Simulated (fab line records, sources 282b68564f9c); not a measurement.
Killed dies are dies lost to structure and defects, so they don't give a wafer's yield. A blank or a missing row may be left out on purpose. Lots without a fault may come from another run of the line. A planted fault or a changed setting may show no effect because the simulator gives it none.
Which tool did it? | flow rit_cmos | 7 lots, 21 wafers sampled, at 4 steps of a route of 202

WHAT THE GAUGES READ, wafer by wafer
RIT_SDANNEAL_RS_MEAS_04: measures by four-point-probe.
lot  | measured    | on            | PSD_RS (ohm/sq)
L835 | day 3 07:20 | film_metro-03 | 115.45 115.33 115.56
L837 | day 3 18:05 | film_metro-01 | 115.69 115.61 115.64
L841 | day 4 17:14 | film_metro-02 | 115.58 115.56 115.51
L844 | day 5 09:50 | film_metro-01 | 115.44 115.55 115.55
L849 | day 6 05:22 | film_metro-01 | 93.98 94.01 94.03
L852 | day 6 20:51 | film_metro-01 | 115.44 115.58 115.88
L856 | day 7 17:28 | film_metro-03 | 115.04 115.40 115.12

WHICH TOOL RAN EACH LOT (tool, then ch and the chambers of the sampled wafers, then the start)
lot  | RIT_NWELL_STRIP_09                  | RIT_NRETRO_STRIP_09                 | RIT_SDANNEAL_RTA_03
L835 | plasma_asher-02 ch 0,1, day 2 02:34 | plasma_asher-03 ch 0,1, day 2 11:09 | rtp_anneal-01 ch 0, day 3 07:16
L837 | plasma_asher-02 ch 0,1, day 2 11:55 | plasma_asher-02 ch 0,1, day 2 21:01 | rtp_anneal-01 ch 0, day 3 18:01
L841 | plasma_asher-02 ch 0,1, day 3 08:53 | plasma_asher-03 ch 0,1, day 3 20:14 | rtp_anneal-01 ch 0, day 4 17:07
L844 | plasma_asher-04 ch 0,1, day 4 02:08 | plasma_asher-01 ch 0,1, day 4 11:43 | rtp_anneal-02 ch 0, day 5 09:47
L849 | plasma_asher-03 ch 0,1, day 5 01:58 | plasma_asher-02 ch 0,1, day 5 10:23 | rtp_anneal-01 ch 0, day 6 05:19
L852 | plasma_asher-02 ch 0,1, day 5 16:08 | plasma_asher-03 ch 0,1, day 6 00:53 | rtp_anneal-02 ch 0, day 6 20:47
L856 | plasma_asher-03 ch 0,1, day 6 12:11 | plasma_asher-01 ch 0,1, day 6 20:44 | rtp_anneal-02 ch 0, day 7 17:23
- RIT_NWELL_STRIP_09: strips in O2, time 180 s.
- RIT_NRETRO_STRIP_09: strips in O2, time 180 s.
- RIT_SDANNEAL_RTA_03: time 5 s.

THE ANSWER, worked out from the rows above alone
Rule: what is usual is taken from the lots themselves. Put in order of their means at a reading, lots are off if they are a third of the lots or fewer, leave a main group of 4 or more, and stand apart from it by a gap of 3 or more times the standard deviation of the main group's means; of several such gaps the widest counts. A main group whose means are all the same, to the digits that the tables above print for the reading, isn't used. A lot without any number at a reading at which 4 lots or more have one is off too. The other lots that the step has rows for count as sound.
Off: L849, at RIT_SDANNEAL_RS_MEAS_04 (PSD_RS). The main group: mean 115.50 ohm/sq, standard deviation 0.15.
A tool fits if, at a process step before that reading, it ran every lot that is off, and no sound lot after the first of them. The gauges at RIT_SDANNEAL_RS_MEAS_04 are tried like those tools. Can't be told from this: 2 tools fit, plasma_asher-02 at RIT_NRETRO_STRIP_09, rtp_anneal-01 at RIT_SDANNEAL_RTA_03.

WHAT THE SIMULATOR HAD PUT IN
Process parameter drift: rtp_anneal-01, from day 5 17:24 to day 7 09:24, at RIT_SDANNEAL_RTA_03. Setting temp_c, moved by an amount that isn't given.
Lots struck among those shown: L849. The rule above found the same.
